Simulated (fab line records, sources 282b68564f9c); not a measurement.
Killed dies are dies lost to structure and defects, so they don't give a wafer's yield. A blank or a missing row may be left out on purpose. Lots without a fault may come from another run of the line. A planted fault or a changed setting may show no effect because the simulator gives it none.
fab line records | flow rit_cmos
record lots=13 wafers=39 last_day=7
route steps=202 shown SDANNEAL@156 PSD@157 NSD@158 PLDD@159
lots that met no fault: from a run of the same line without faults
start_h: hours from the record's first day to the start of the lot's first wafer shown | wait_h: hours since the lot's step before | " the same as in the row above | L1.1+2: a row that stands for several wafers | - no value, or no start given | * or withheld: withheld | < > ~ a bound
route shown NAME@n: a module of which the file shows steps, and the number in the route of the first | usual: mean/standard deviation of fault-free wafers | same: alike in all rows | chamber/n: place in a boat | sites: the reading at each site | _std_site: their standard deviation | _edge_site: outer sites' mean less inner sites' | radius_mm: how far each site lies from the wafer's centre | mask NAME#n: copy n | behind: the tool/chamber that last shaped the wafer | hold: why the lot was held/for how many hours/how that ended | device: the transistor (n, p or np) that didn't switch | end of line: the same wafers' tests at the end of the route | a step without rows: its recipe alone | killed: dies lost to structure and defects at the first sort, not the wafer's yield | map: a wafer's dies, x killed, . not, _ none there
set.NAME: the setting as run; set.NAME@STEP: as run at that earlier step | model.NAME: the simulator's own value behind a step, which no gauge read
steps of the route over a sample of lots; a table a step, a row a wafer
services: from which hour (start_h, from the record's first day; less than 0 if before it) a tool's chamber was out of use, for how many hours, and why
## steps
# step RIT_SDANNEAL_RTA_03
# recipe temp_c=1050 time_s=5 idle_temp_c=600 ramp_up_c_per_s=342 ramp_down_c_per_s=171 cool_to_c=600 ambient=N2
# usual ramp_down_c_per_s=171.00/0.028 wafer_temp_C_max=1053.5/1.1
# columns lot.wafer tool chamber start_h wait_h ramp_down_c_per_s wafer_temp_C_max
L995.3 rtp_anneal-02 0 50.25 0.0 171.05 1053.6
L995.4 " 0 " " 171.00 1054.3
L995.5 " 0 " " 170.97 1053.4
L996.1 rtp_anneal-01 0 55.89 0.0 171.01 1054.0
L996.3 " 0 " " 170.97 1054.3
L996.4 " 0 " " 170.99 1053.4
L997.3 rtp_anneal-02 0 63.63 0.0 170.96 1053.2
L997.5 " 0 " " 171.02 1052.6
L997.6 " 0 " " 171.00 1051.2
L998.2 rtp_anneal-01 0 68.19 0.0 171.01 1053.7
L998.3 " 0 " " 170.96 1053.0
L998.5 " 0 " " 170.99 1055.2
L999.1 rtp_anneal-02 0 70.21 0.0 171.00 1052.2
L999.2 " 0 " " 170.97 1053.0
L999.6 " 0 " " 170.99 1051.7
L103.3 rtp_anneal-02 0 90.26 0.0 171.03 1055.1
L103.4 " 0 " " 171.01 1052.8
L103.6 " 0 " " 171.00 1051.4
L105.1 rtp_anneal-02 0 101.92 0.0 170.96 1055.0
L105.4 " 0 " " 170.98 1056.2
L105.6 " 0 " " 170.98 1053.0
L109.3 rtp_anneal-01 0 118.61 0.0 171.01 1053.1
L109.4 " 0 " " 171.00 1053.0
L109.5 " 0 " " 171.03 1053.7
L111.2 rtp_anneal-01 0 133.75 0.0 170.97 1053.8
L111.3 " 0 " " 170.97 1053.4
L111.4 " 0 " " 170.99 1054.7
L113.1 rtp_anneal-01 0 138.96 0.0 171.08 1051.5
L113.3 " 0 " " 170.99 1054.8
L113.6 " 0 " " 171.02 1051.4
L115.1 rtp_anneal-01 0 152.00 0.0 170.99 1053.6
L115.3 " 0 " " 171.01 1052.0
L115.5 " 0 " " 171.02 1053.5
L117.4 rtp_anneal-01 0 159.85 0.0 171.04 1054.3
L117.5 " 0 " " 170.95 1052.0
L117.6 " 0 " " 171.04 1056.0
L118.2 rtp_anneal-02 0 163.96 0.0 171.03 1053.4
L118.4 " 0 " " 170.99 1053.3
L118.5 " 0 " " 170.96 1053.1
# step RIT_SDANNEAL_RS_MEAS_04
# recipe thk_meas_gauge=four-point-probe
# usual PSD_RS=115.88/0.29
# columns lot.wafer tool chamber start_h wait_h PSD_RS[ohm/sq]
L995.3 film_metro-03 - 50.32 0.1 114.99
L995.4 " - " " 115.77
L995.5 " - " " 115.76
L996.1 film_metro-01 - 55.95 0.0 115.74
L996.3 " - " " 115.64
L996.4 " - " " 115.87
L997.3 film_metro-01 - 63.71 0.1 116.34
L997.5 " - " " 116.09
L997.6 " - " " 116.03
L998.2 film_metro-03 - 68.26 0.1 115.52
L998.3 " - " " 115.79
L998.5 " - " " 115.74
L999.1 film_metro-03 - 70.27 0.0 115.46
L999.2 " - " " 115.72
L999.6 " - " " 115.51
L103.3 film_metro-02 - 90.34 0.1 112.16
L103.4 " - " " 112.48
L103.6 " - " " 112.60
L105.1 film_metro-03 - 101.98 0.0 112.30
L105.4 " - " " 112.72
L105.6 " - " " 112.78
L109.3 film_metro-01 - 118.69 0.1 115.66
L109.4 " - " " 115.41
L109.5 " - " " 115.44
L111.2 film_metro-01 - 133.82 0.1 116.28
L111.3 " - " " 116.57
L111.4 " - " " 116.53
L113.1 film_metro-01 - 139.02 0.0 115.64
L113.3 " - " " 116.24
L113.6 " - " " 115.89
L115.1 film_metro-03 - 152.05 0.0 116.12
L115.3 " - " " 115.98
L115.5 " - " " 116.11
L117.4 film_metro-02 - 159.94 0.1 115.83
L117.5 " - " " 116.16
L117.6 " - " " 116.10
L118.2 film_metro-02 - 164.02 0.1 116.26
L118.4 " - " " 115.91
L118.5 " - " " 116.30
# step RIT_SDANNEAL_RS_MEAS_05
# recipe thk_meas_gauge=four-point-probe
# usual NSD_RS=84.52/0.24
# columns lot.wafer tool chamber start_h wait_h NSD_RS[ohm/sq]
L995.3 film_metro-03 - 50.44 0.1 84.37
L995.4 " - " " 84.32
L995.5 " - " " 84.46
L996.1 film_metro-01 - 56.07 0.1 84.23
L996.3 " - " " 84.59
L996.4 " - " " 84.40
L997.3 film_metro-01 - 63.83 0.1 84.72
L997.5 " - " " 84.66
L997.6 " - " " 84.88
L998.2 film_metro-03 - 68.38 0.1 84.47
L998.3 " - " " 84.48
L998.5 " - " " 84.40
L999.1 film_metro-03 - 70.39 0.1 84.45
L999.2 " - " " 84.47
L999.6 " - " " 84.25
L103.3 film_metro-02 - 90.46 0.1 83.91
L103.4 " - " " 84.13
L103.6 " - " " 84.00
L105.1 film_metro-03 - 102.10 0.1 83.65
L105.4 " - " " 83.74
L105.6 " - " " 83.62
L109.3 film_metro-01 - 118.81 0.1 84.51
L109.4 " - " " 84.51
L109.5 " - " " 84.40
L111.2 film_metro-01 - 133.94 0.1 84.29
L111.3 " - " " 84.15
L111.4 " - " " 84.18
L113.1 film_metro-01 - 139.14 0.1 84.46
L113.3 " - " " 84.67
L113.6 " - " " 84.49
L115.1 film_metro-03 - 152.17 0.1 84.58
L115.3 " - " " 84.56
L115.5 " - " " 84.94
L117.4 film_metro-02 - 160.06 0.1 84.64
L117.5 " - " " 84.50
L117.6 " - " " 84.41
L118.2 film_metro-02 - 164.14 0.1 84.52
L118.4 " - " " 84.45
L118.5 " - " " 84.47
# step RIT_SDANNEAL_RS_MEAS_06
# recipe thk_meas_gauge=four-point-probe
# usual PLDD_RS=178.7/0.46
# columns lot.wafer tool chamber start_h wait_h PLDD_RS[ohm/sq]
L995.3 film_metro-03 - 50.56 0.1 178.2
L995.4 " - " " 178.3
L995.5 " - " " 178.4
L996.1 film_metro-01 - 56.19 0.1 178.0
L996.3 " - " " 178.4
L996.4 " - " " 178.6
L997.3 film_metro-01 - 63.95 0.1 178.8
L997.5 " - " " 178.8
L997.6 " - " " 178.9
L998.2 film_metro-03 - 68.50 0.1 178.6
L998.3 " - " " 178.2
L998.5 " - " " 178.5
L999.1 film_metro-03 - 70.51 0.1 178.5
L999.2 " - " " 178.2
L999.6 " - " " 178.5
L103.3 film_metro-02 - 90.58 0.1 175.3
L103.4 " - " " 175.0
L103.6 " - " " 175.0
L105.1 film_metro-03 - 102.22 0.1 175.6
L105.4 " - " " 175.2
L105.6 " - " " 175.8
L109.3 film_metro-01 - 118.93 0.1 177.8
L109.4 " - " " 177.5
L109.5 " - " " 177.6
L111.2 film_metro-01 - 134.06 0.1 178.8
L111.3 " - " " 179.3
L111.4 " - " " 179.6
L113.1 film_metro-01 - 139.26 0.1 179.3
L113.3 " - " " 179.4
L113.6 " - " " 179.0
L115.1 film_metro-03 - 152.29 0.1 178.8
L115.3 " - " " 178.5
L115.5 " - " " 178.4
L117.4 film_metro-02 - 160.18 0.1 178.6
L117.5 " - " " 178.5
L117.6 " - " " 178.1
L118.2 film_metro-02 - 164.26 0.1 179.3
L118.4 " - " " 179.4
L118.5 " - " " 179.5
## services
# columns tool chamber start_h hours kind
rtp_anneal-02 - 107.59 4.7 pm
## key
first_sign step=RIT_SDANNEAL_RS_MEAS_04 reading=PSD_RS direction=down sigmas=12 usual=115.88 struck=112.51
effect step=RIT_SDANNEAL_RS_MEAS_05 reading=NSD_RS direction=down sigmas=2.8 usual=84.52 struck=83.84
effect step=RIT_SDANNEAL_RS_MEAS_06 reading=PLDD_RS direction=down sigmas=7.3 usual=178.7 struck=175.3
met_at RIT_SDANNEAL_RTA_03
struck_lots L103,L105
tester_left_out L103,L105
onset_between 70.21 90.26
fault kind=process_parameter_drift tool=rtp_anneal-02 chamber=- onset_h=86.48 steps=RIT_SDANNEAL_RTA_03 channel=time_s offset=* shape=step end_h=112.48 acts_in=* stated=*
# tester_left_out: of these lots the tester's yield and bins aren't shown, on N5 and GAA mostly nor the transistor test; their killed dies are dies lost to structure and defects alone, not to doping, threshold or leakage, so they don't give the yield
